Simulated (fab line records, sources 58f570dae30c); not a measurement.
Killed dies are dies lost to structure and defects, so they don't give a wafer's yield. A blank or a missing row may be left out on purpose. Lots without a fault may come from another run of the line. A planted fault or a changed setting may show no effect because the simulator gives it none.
fab line records | flow berkeley_cmos170 | part 1 of 2: steps 1 to 32 of 46
record lots=5 wafers=15 last_day=13
route steps=331 shown NWELL@17 PWELL@34 WELLDRIVE@55 ACTIVE@60
lots that met no fault: from a run of the same line without faults
start_h: hours from the record's first day to the start of the lot's first wafer shown | wait_h: hours since the lot's step before | " the same as in the row above | L1.1+2: a row that stands for several wafers | - no value, or no start given | * or withheld: withheld | < > ~ a bound
route shown NAME@n: a module of which the file shows steps, and the number in the route of the first | usual: mean/standard deviation of fault-free wafers | same: alike in all rows | chamber/n: place in a boat | sites: the reading at each site | _std_site: their standard deviation | _edge_site: outer sites' mean less inner sites' | radius_mm: how far each site lies from the wafer's centre | mask NAME#n: copy n | behind: the tool/chamber that last shaped the wafer | hold: why the lot was held/for how many hours/how that ended | device: the transistor (n, p or np) that didn't switch | end of line: the same wafers' tests at the end of the route | a step without rows: its recipe alone | killed: dies lost to structure and defects at the first sort, not the wafer's yield | map: a wafer's dies, x killed, . not, _ none there
set.NAME: the setting as run; set.NAME@STEP: as run at that earlier step | model.NAME: the simulator's own value behind a step, which no gauge read
lots at some steps of the route; a table a step, a row a wafer
services: from which hour (start_h, from the record's first day; less than 0 if before it) a tool's chamber was out of use, for how many hours, and why
## steps
# step UCB170_NWELL_ANNEAL_03
# recipe temp_c=1000 time_s=900 ambient=N2
# columns lot.wafer tool chamber start_h wait_h
L081.1+4+6 furnace-04 0 69.20 7.3
L089.1+4+6 furnace-04 0 108.51 3.9
L094.2+3+4 furnace-02 0 134.45 5.2
L096.1+2+3 furnace-01 0 145.88 4.2
L097.1+3+5 furnace-01 0 145.88 4.2
# step UCB170_NWELL_CVD_04
# recipe material=Si3N4 target_thk_nm=224 temp_c=800 precursor=SiH2Cl2/NH3 time_s=3360 pressure_mtorr=200 sih2cl2_flow_sccm=25 nh3_flow_sccm=75
# columns lot.wafer tool chamber start_h wait_h
L081.1+4+6 lpcvd-02 1 70.45 0.0
L089.1+4+6 lpcvd-01 1 109.76 0.0
L094.2+3+4 lpcvd-02 1 135.70 0.0
L096.1+2+3 lpcvd-02 0 147.13 0.0
L097.1+3+5 lpcvd-02 0 147.13 0.0
# step UCB170_NWELL_THK_MEAS_05
# recipe reads=Si3N4_of_NWELL_CVD_04
# usual NWELL_NITRIDE_THK=223.2/2
# columns lot.wafer tool chamber start_h wait_h NWELL_NITRIDE_THK[nm]
L081.1 film_metro-03 - 72.39 0.0 221.6
L081.4 " - " " 219.6
L081.6 " - " " 221.4
L089.1 film_metro-03 - 111.70 0.0 227.4
L089.4 " - " " 227.0
L089.6 " - " " 227.8
L094.2 film_metro-04 - 137.64 0.0 222.7
L094.3 " - " " 223.0
L094.4 " - " " 222.5
L096.1 film_metro-03 - 149.06 0.0 225.5
L096.2 " - " " 226.3
L096.3 " - " " 227.7
L097.1 film_metro-04 - 149.11 0.0 224.3
L097.3 " - " " 222.1
L097.5 " - " " 222.1
# step UCB170_NWELL_HMDS_06
# recipe prime_time_s=60 prime_temp_c=100
# columns lot.wafer tool chamber start_h wait_h
L081.1+4+6 litho_track-03 0 72.45 0.1
L089.1+4+6 litho_track-03 0 111.76 0.1
L094.2+3+4 litho_track-03 0 137.72 0.1
L096.1+2+3 litho_track-02 0 149.69 0.6
L097.1+3+5 litho_track-03 0 149.99 0.9
# step UCB170_NWELL_COAT_07
# recipe resist=KrF spin_rpm=1500 resist_thk_nm=900
# columns lot.wafer tool chamber start_h wait_h
L081.1+4+6 litho_track-03 0 72.60 0.1
L089.1+4+6 litho_track-03 0 111.91 0.1
L094.2+3+4 litho_track-03 0 137.87 0.1
L096.1+2+3 litho_track-02 0 149.84 0.1
L097.1+3+5 litho_track-03 0 150.14 0.1
# step UCB170_NWELL_SOFTBAKE_08
# recipe resist=KrF temp_c=130 time_s=60
# columns lot.wafer tool chamber start_h wait_h
L081.1+4+6 litho_track-03 0 72.75 0.1
L089.1+4+6 litho_track-03 0 112.06 0.1
L094.2+3+4 litho_track-03 0 138.02 0.1
L096.1+2+3 litho_track-02 0 149.99 0.1
L097.1+3+5 litho_track-03 0 150.29 0.1
# step UCB170_NWELL_EXPOSE_09
# recipe mask_id=NWELL target_cd_nm=3000 na=0.5 sigma_outer=0.6 source_shape=conventional dose_mj=25
# usual focus_offset_nm=0.0/0.59 reticle_temp_C=23.00/0.1
# same na=0.5
# columns lot.wafer tool chamber start_h wait_h mask focus_offset_nm reticle_temp_C
L081.1 krf_scanner-01 0 72.95 0.2 NWELL#0 -1.0 22.96
L081.4 " 0 " " NWELL#0 -1.2 23.02
L081.6 " 0 " " NWELL#0 -0.4 22.87
L089.1 krf_scanner-02 0 112.21 0.1 NWELL#0 0.4 22.94
L089.4 " 0 " " NWELL#0 0.5 23.07
L089.6 " 0 " " NWELL#0 0.8 23.03
L094.2 krf_scanner-02 0 138.29 0.2 NWELL#0 0.4 23.02
L094.3 " 0 " " NWELL#0 0.8 23.06
L094.4 " 0 " " NWELL#0 -0.2 22.89
L096.1 krf_scanner-02 0 150.14 0.1 NWELL#0 0.3 23.08
L096.2 " 0 " " NWELL#0 -0.1 22.95
L096.3 " 0 " " NWELL#0 0.8 23.10
L097.1 krf_scanner-02 0 150.44 0.1 NWELL#0 0.6 23.04
L097.3 " 0 " " NWELL#0 0.3 22.81
L097.5 " 0 " " NWELL#0 0.3 23.02
# step UCB170_NWELL_PEB_10
# recipe peb_temp_c=130 peb_time_s=withheld resist=KrF
# columns lot.wafer tool chamber start_h wait_h
L081.1+4+6 litho_track-04 0 73.11 0.1
L089.1+4+6 litho_track-03 0 112.32 0.1
L094.2+3+4 litho_track-04 0 138.41 0.1
L096.1+2+3 litho_track-03 0 150.99 0.8
L097.1+3+5 litho_track-02 0 151.04 0.6
# step UCB170_NWELL_DEVELOP_11
# recipe developer=TMAH develop_time_s=45 resist=KrF dev_temp_c=21
# columns lot.wafer tool chamber start_h wait_h
L081.1+4+6 litho_track-04 0 - -
L089.1+4+6 litho_track-03 0 - -
L094.2+3+4 litho_track-04 0 - -
L096.1+2+3 litho_track-03 0 - -
L097.1+3+5 litho_track-02 0 - -
# step UCB170_NWELL_OVL_MEAS_12
# usual NWELL_OVL=-4/4.9
# columns lot.wafer tool chamber start_h wait_h NWELL_OVL[nm]
L081.1 overlay-02 - 73.39 - 3
L081.4 " - " " 0
L081.6 " - " " -2
L089.1 overlay-01 - 112.60 - -6
L089.4 " - " " -1
L089.6 " - " " 4
L094.2 overlay-01 - 138.66 - -19
L094.3 " - " " -5
L094.4 " - " " -7
L096.1 overlay-01 - 151.26 - -3
L096.2 " - " " -15
L096.3 " - " " -9
L097.1 overlay-01 - 151.31 - 1
L097.3 " - " " 1
L097.5 " - " " -2
# step UCB170_NWELL_ETCH_13
# recipe chemistry=CH3F/Ar/O2 target=Si3N4 stop_on=SiO2 CH3F_flow_sccm=20 Ar_flow_sccm=50 O2_flow_sccm=7 pressure_mtorr=50 rf_w=450 target_depth_a=2464 over_etch_frac=0.1 time_s=154
# usual drypump_motor_current_A=5.6/0.35 mfc_ar_sccm=50.01/0.16 oes_product_au=0.940/0.015 rf_fwd_power_W=448.1/1.3 throttle_valve_pct=8.06/0.11
# same over_etch_frac=0.1
# columns lot.wafer tool chamber start_h wait_h drypump_motor_current_A mfc_ar_sccm oes_product_au rf_fwd_power_W rf_hours_counter_h throttle_valve_pct
L081.1 rie_diel-01 2 73.42 0.0 5.2 49.99 0.960 448.6 10 8.15
L081.4 " 3 " " 6.0 49.67 0.918 448.5 149 8.13
L081.6 " 2 " " 5.2 49.78 0.955 448.3 - 8.14
L089.1 rie_diel-01 0 112.65 0.0 5.5 49.90 0.961 449.2 93 8.00
L089.4 " 2 " " 5.2 49.84 0.963 448.8 - 8.16
L089.6 " 3 " " 6.0 49.97 0.931 447.7 - 8.14
L094.2 rie_diel-01 2 138.69 0.0 5.1 49.95 0.958 447.5 13 8.16
L094.3 " 3 " " 6.0 50.09 0.918 448.3 151 8.13
L094.4 " 1 " " 5.0 50.01 0.911 449.4 3 7.83
L096.1 rie_diel-03 1 151.30 0.0 5.7 50.00 0.955 448.0 6 8.05
L096.2 " 2 " " 5.5 50.23 0.943 448.4 16 8.22
L096.3 " 0 " " 6.2 49.87 0.927 450.1 93 8.15
L097.1 rie_diel-01 1 151.35 0.0 5.0 50.06 0.922 447.5 4 7.84
L097.3 " 0 " " 5.6 50.06 0.952 446.0 95 8.00
L097.5 " 0 " " 5.6 50.12 0.955 449.0 - 7.99
# step UCB170_NWELL_IMPLANT_14
# recipe species=P dose_cm2=1e+13 energy_kev=150 tilt_deg=7
# usual end_station_pressure_torr=5.01e-06/2.7e-07 tilt_deg=7.001/0.021
# columns lot.wafer tool chamber start_h wait_h end_station_pressure_torr tilt_deg
L081.1 implanter-02 0 73.53 0.1 5.09e-06 6.998
L081.4 " 0 " " 5.28e-06 6.968
L081.6 " 0 " " 4.71e-06 6.976
L089.1 implanter-04 0 112.76 0.1 5.67e-06 6.996
L089.4 " 0 " " 4.87e-06 6.952
L089.6 " 0 " " 5.38e-06 7.007
L094.2 implanter-02 0 138.82 0.1 4.85e-06 6.988
L094.3 " 0 " " 4.87e-06 6.995
L094.4 " 0 " " 5.28e-06 6.988
L096.1 implanter-04 0 151.40 0.1 5e-06 7.043
L096.2 " 0 " " 4.47e-06 6.999
L096.3 " 0 " " 4.89e-06 7.014
L097.1 implanter-02 0 151.45 0.1 4.96e-06 6.959
L097.3 " 0 " " 4.67e-06 6.986
L097.5 " 0 " " 5.17e-06 6.973
# step UCB170_NWELL_STRIP_15
# recipe chemistry=O2 power_w=400 pressure_mtorr=3500 platen_temp_c=withheld o2_flow_sccm=400 overash_fraction=0.5
# usual drypump_motor_current_A=5.57/0.28 oes_product_au=0.721/0.0042 strip_time_to_endpoint_s=17.96/0.1
# columns lot.wafer tool chamber start_h wait_h drypump_motor_current_A oes_product_au rf_hours_counter_h strip_time_to_endpoint_s
L081.1 plasma_asher-03 1 73.68 0.1 5.61 0.730 24 17.98
L081.4 " 1 " " 5.62 0.724 - 17.88
L081.6 " 0 " " 5.60 0.726 - 17.94
L089.1 plasma_asher-04 1 112.91 0.1 6.00 0.719 37 17.90
L089.4 " 1 " " 6.01 0.720 - 17.94
L089.6 " 1 " " 6.00 0.718 - 17.78
L094.2 plasma_asher-03 0 138.95 0.1 5.60 0.718 30 17.96
L094.3 " 1 " " 5.57 0.717 - 17.88
L094.4 " 0 " " 5.60 0.720 - 17.93
L096.1 plasma_asher-03 1 151.55 0.1 5.59 0.722 31 17.90
L096.2 " 0 " " 5.61 0.716 31 17.84
L096.3 " 0 " " 5.61 0.722 - 17.82
L097.1 plasma_asher-01 1 151.60 0.1 5.78 0.725 47 17.99
L097.3 " 0 " " 5.06 0.720 - 17.94
L097.5 " 0 " " 5.06 0.724 - 18.01
# step UCB170_NWELL_TW_MEAS_16
# usual NWELL_TW=1237/8.2
# columns lot.wafer tool chamber start_h wait_h NWELL_TW
L081.1 film_metro-03 - 73.78 0.1 1223
L081.4 " - " " 1235
L081.6 " - " " 1237
L089.1 film_metro-03 - 113.01 0.1 1236
L089.4 " - " " 1243
L089.6 " - " " 1238
L094.2 film_metro-01 - 139.06 0.1 1244
L094.3 " - " " 1242
L094.4 " - " " 1246
L096.1 film_metro-04 - 151.65 0.1 1228
L096.2 " - " " 1231
L096.3 " - " " 1232
L097.1 film_metro-01 - 151.70 0.1 1247
L097.3 " - " " 1240
L097.5 " - " " 1250
# step UCB170_NWELL_CLEAN_17
# recipe chemistry=SPM temp_c=120 time_s=600
# columns lot.wafer tool chamber start_h wait_h
L081.1+4+6 wet_bench-03 1 75.86 2.1
L089.1+4+6 wet_bench-02 0 113.07 0.1
L094.2+3+4 wet_bench-03 2 139.11 0.0
L096.1+2+3 wet_bench-03 2 151.71 0.1
L097.1+3+5 wet_bench-02 2 151.76 0.1
# step UCB170_NWELL_WET_ETCH_18
# recipe chemistry=H3PO4 target=Si3N4 temp_c=160 time_s=14400
# columns lot.wafer tool chamber start_h wait_h
L081.1+4+6 wet_bench-03 3 76.03 0.0
L089.1+4+6 wet_bench-02 3 113.26 0.0
L094.2+3+4 wet_bench-02 1 139.28 0.0
L096.1+2+3 wet_bench-03 3 151.89 0.0
L097.1+3+5 wet_bench-02 3 151.93 0.0
# step UCB170_NWELL_WET_ETCH_19
# recipe chemistry=BOE dilution=5:1 target=SiO2 temp_c=25 time_s=22
# columns lot.wafer tool chamber start_h wait_h
L081.1+4+6 wet_bench-02 1 80.04 0.0
L089.1+4+6 wet_bench-03 1 117.63 0.0
L094.2+3+4 wet_bench-03 2 143.29 0.0
L096.1+2+3 wet_bench-02 0 156.12 0.2
L097.1+3+5 wet_bench-02 2 156.12 0.2
# step UCB170_PWELL_CLEAN_00
# recipe chemistry=SPM temp_c=120 time_s=600
# columns lot.wafer tool chamber start_h wait_h
L081.1+4+6 wet_bench-03 1 80.07 0.0
L089.1+4+6 wet_bench-02 2 117.64 0.0
L094.2+3+4 wet_bench-02 0 143.30 0.0
L096.1+2+3 wet_bench-02 3 156.31 0.2
L097.1+3+5 wet_bench-02 3 156.31 0.2
# step UCB170_PWELL_CLEAN_01
# recipe chemistry=dHF dilution=25:1 time_s=60
# columns lot.wafer tool chamber start_h wait_h
L081.1+4+6 wet_bench-02 2 80.25 0.0
L089.1+4+6 wet_bench-03 0 117.82 0.0
L094.2+3+4 wet_bench-03 2 143.48 0.0
L096.1+2+3 wet_bench-01 0 157.11 0.6
L097.1+3+5 wet_bench-01 3 157.11 0.6
# step UCB170_PWELL_OXIDATION_02
# recipe temp_c=1000 ambient=O2 target_thk_a=264 ox_time_s=1260
# columns lot.wafer tool chamber start_h wait_h
L081.1+4+6 furnace-02 0 84.70 4.4
L089.1+4+6 furnace-02 0 122.18 4.3
L094.2+3+4 furnace-01 0 147.13 3.6
L096.1+2+3 furnace-01 0 160.48 3.3
L097.1+3+5 furnace-01 0 160.48 3.3
# step UCB170_PWELL_THK_MEAS_03
# recipe reads=SiO2_of_PWELL_OXIDATION_02
# usual PWELL_OXIDE_THK=26.2/0.46
# columns lot.wafer tool chamber start_h wait_h PWELL_OXIDE_THK[nm]
L081.1 film_metro-03 - 86.05 0.0 26.7
L081.4 " - " " 26.1
L081.6 " - " " 26.4
L089.1 film_metro-03 - 123.53 0.0 25.7
L089.4 " - " " 25.8
L089.6 " - " " 25.4
L094.2 film_metro-03 - 148.49 0.0 26.4
L094.3 " - " " 26.3
L094.4 " - " " 26.1
L096.1 film_metro-02 - 161.83 0.0 26.2
L096.2 " - " " 26.5
L096.3 " - " " 26.2
L097.1 film_metro-01 - 161.83 0.0 25.1
L097.3 " - " " 25.8
L097.5 " - " " 25.7
# step UCB170_PWELL_ANNEAL_04
# recipe temp_c=1000 time_s=900 ambient=N2
# columns lot.wafer tool chamber start_h wait_h
L081.1+4+6 furnace-04 0 90.25 4.2
L089.1+4+6 furnace-04 0 123.81 0.3
L094.2+3+4 furnace-02 0 151.48 3.0
L096.1+2+3 furnace-02 0 166.60 4.8
L097.1+3+5 furnace-02 0 166.60 4.8
# step UCB170_PWELL_CVD_05
# recipe material=Si3N4 target_thk_nm=220 temp_c=800 precursor=SiH2Cl2/NH3 time_s=3300 pressure_mtorr=200 sih2cl2_flow_sccm=25 nh3_flow_sccm=75
# columns lot.wafer tool chamber start_h wait_h
L081.1+4+6 lpcvd-02 1 91.50 0.0
L089.1+4+6 lpcvd-02 0 125.06 0.0
L094.2+3+4 lpcvd-01 0 152.73 0.0
L096.1+2+3 lpcvd-02 1 167.85 0.0
L097.1+3+5 lpcvd-02 0 167.85 0.0
# step UCB170_PWELL_THK_MEAS_06
# recipe reads=Si3N4_of_PWELL_CVD_05
# usual PWELL_NITRIDE_THK=219.1/2.2
# columns lot.wafer tool chamber start_h wait_h PWELL_NITRIDE_THK[nm]
L081.1 film_metro-01 - 93.41 0.0 223.0
L081.4 " - " " 222.6
L081.6 " - " " 221.1
L089.1 film_metro-01 - 126.98 0.0 221.8
L089.4 " - " " 220.6
L089.6 " - " " 219.2
L094.2 film_metro-01 - 154.66 0.0 216.6
L094.3 " - " " 214.1
L094.4 " - " " 216.2
L096.1 film_metro-03 - 169.76 0.0 219.2
L096.2 " - " " 218.5
L096.3 " - " " 219.1
L097.1 film_metro-01 - 169.76 0.0 217.4
L097.3 " - " " 216.2
L097.5 " - " " 217.2
# step UCB170_PWELL_HMDS_07
# recipe prime_time_s=60 prime_temp_c=100
# columns lot.wafer tool chamber start_h wait_h
L081.1+4+6 litho_track-04 0 93.75 0.3
L089.1+4+6 litho_track-04 0 127.07 0.1
L094.2+3+4 litho_track-04 0 154.73 0.1
L097.1+3+5 litho_track-01 0 169.82 0.1
L096.1+2+3 litho_track-04 0 169.93 0.2
# step UCB170_PWELL_COAT_08
# recipe resist=KrF spin_rpm=1500 resist_thk_nm=900
# columns lot.wafer tool chamber start_h wait_h
L081.1+4+6 litho_track-04 0 93.90 0.1
L089.1+4+6 litho_track-04 0 127.22 0.1
L094.2+3+4 litho_track-04 0 154.88 0.1
L097.1+3+5 litho_track-01 0 169.97 0.1
L096.1+2+3 litho_track-04 0 170.08 0.1
# step UCB170_PWELL_SOFTBAKE_09
# recipe resist=KrF temp_c=130 time_s=60
# columns lot.wafer tool chamber start_h wait_h
L081.1+4+6 litho_track-04 0 94.05 0.1
L089.1+4+6 litho_track-04 0 127.37 0.1
L094.2+3+4 litho_track-04 0 155.03 0.1
L097.1+3+5 litho_track-01 0 170.12 0.1
L096.1+2+3 litho_track-04 0 170.23 0.1
# step UCB170_PWELL_EXPOSE_10
# recipe mask_id=PWELL target_cd_nm=3000 na=0.5 sigma_outer=0.6 source_shape=conventional dose_mj=19
# usual focus_offset_nm=0.0/0.45 reticle_temp_C=23.02/0.11
# same na=0.5
# columns lot.wafer tool chamber start_h wait_h mask focus_offset_nm reticle_temp_C
L081.1 krf_scanner-02 0 94.49 0.4 PWELL#0 0.3 22.92
L081.4 " 0 " " PWELL#0 0.1 22.95
L081.6 " 0 " " PWELL#0 0.3 22.96
L089.1 krf_scanner-01 0 127.73 0.3 PWELL#0 0.1 23.11
L089.4 " 0 " " PWELL#0 -0.2 23.08
L089.6 " 0 " " PWELL#0 0.7 23.17
L094.2 krf_scanner-02 0 155.18 0.1 PWELL#0 0.5 23.41
L094.3 " 0 " " PWELL#0 0.5 23.05
L094.4 " 0 " " PWELL#0 0.6 23.18
L097.1 krf_scanner-02 0 170.27 0.1 PWELL#0 -0.6 23.13
L097.3 " 0 " " PWELL#0 -0.2 23.17
L097.5 " 0 " " PWELL#0 -0.7 23.14
L096.1 krf_scanner-01 0 170.52 0.3 PWELL#0 0.0 22.76
L096.2 " 0 " " PWELL#0 -0.4 22.87
L096.3 " 0 " " PWELL#0 0.5 22.93
# step UCB170_PWELL_PEB_11
# recipe peb_temp_c=130 peb_time_s=withheld resist=KrF
# columns lot.wafer tool chamber start_h wait_h
L081.1+4+6 litho_track-01 0 94.93 0.4
L089.1+4+6 litho_track-01 0 128.21 0.5
L094.2+3+4 litho_track-01 0 155.30 0.1
L097.1+3+5 litho_track-01 0 170.39 0.1
L096.1+2+3 litho_track-04 0 170.63 0.1
# step UCB170_PWELL_DEVELOP_12
# recipe developer=TMAH develop_time_s=45 resist=KrF dev_temp_c=21
# columns lot.wafer tool chamber start_h wait_h
L081.1+4+6 litho_track-01 0 - -
L089.1+4+6 litho_track-01 0 - -
L094.2+3+4 litho_track-01 0 - -
L097.1+3+5 litho_track-01 0 - -
L096.1+2+3 litho_track-04 0 - -
# step UCB170_PWELL_OVL_MEAS_13
# usual PWELL_OVL=-1/5.8
# columns lot.wafer tool chamber start_h wait_h PWELL_OVL[nm]
L081.1 overlay-02 - 95.20 - 4
L081.4 " - " " 2
L081.6 " - " " 2
L089.1 overlay-01 - 128.48 - -3
L089.4 " - " " -7
L089.6 " - " " -7
L094.2 overlay-02 - 155.56 - 2
L094.3 " - " " -2
L094.4 " - " " 10
L097.1 overlay-02 - 170.67 - -2
L097.3 " - " " -2
L097.5 " - " " 1
L096.1 overlay-01 - 170.91 - -1
L096.2 " - " " 0
L096.3 " - " " -3
# step UCB170_PWELL_ETCH_14
# recipe chemistry=CH3F/Ar/O2 target=Si3N4 stop_on=SiO2 CH3F_flow_sccm=20 Ar_flow_sccm=50 O2_flow_sccm=7 pressure_mtorr=50 rf_w=450 target_depth_a=2420 over_etch_frac=0.1 time_s=151
# usual drypump_motor_current_A=5.8/0.37 mfc_ar_sccm=49.97/0.17 oes_product_au=0.930/0.016 rf_fwd_power_W=448.5/1.5 throttle_valve_pct=8.04/0.14
# same over_etch_frac=0.1
# columns lot.wafer tool chamber start_h wait_h drypump_motor_current_A mfc_ar_sccm oes_product_au rf_fwd_power_W rf_hours_counter_h throttle_valve_pct
L081.1 rie_diel-04 0 95.24 0.0 5.9 49.82 0.937 448.6 2 8.29
L081.4 " 3 " " 5.3 49.99 0.953 449.1 69 7.86
L081.6 " 0 " " 5.9 50.15 0.920 447.1 - 8.28
L089.1 rie_diel-03 2 128.52 0.0 5.5 50.17 0.942 448.2 15 8.20
L089.4 " 0 " " 6.2 49.68 0.925 448.9 92 8.17
L089.6 " 3 " " 5.9 50.10 0.941 448.2 - 8.08
L094.2 rie_diel-04 0 155.59 0.0 5.9 50.01 0.912 449.1 5 8.28
L094.3 " 1 " " 6.5 49.57 0.903 447.9 20 7.88
L094.4 " 3 " " 5.3 50.11 0.937 447.3 72 7.86
L097.1 rie_diel-04 0 170.70 0.0 5.9 49.89 0.925 450.8 6 8.28
L097.3 " 1 " " 6.5 49.78 0.903 446.9 21 7.88
L097.5 " 1 " " 6.5 49.98 0.917 447.1 - 7.88
L096.1 rie_diel-03 2 170.94 0.0 5.5 50.21 0.930 450.3 17 8.22
L096.2 " 1 " " 5.6 50.15 0.950 450.3 7 8.04
L096.3 " 3 " " 5.9 50.12 0.935 449.1 9 8.07
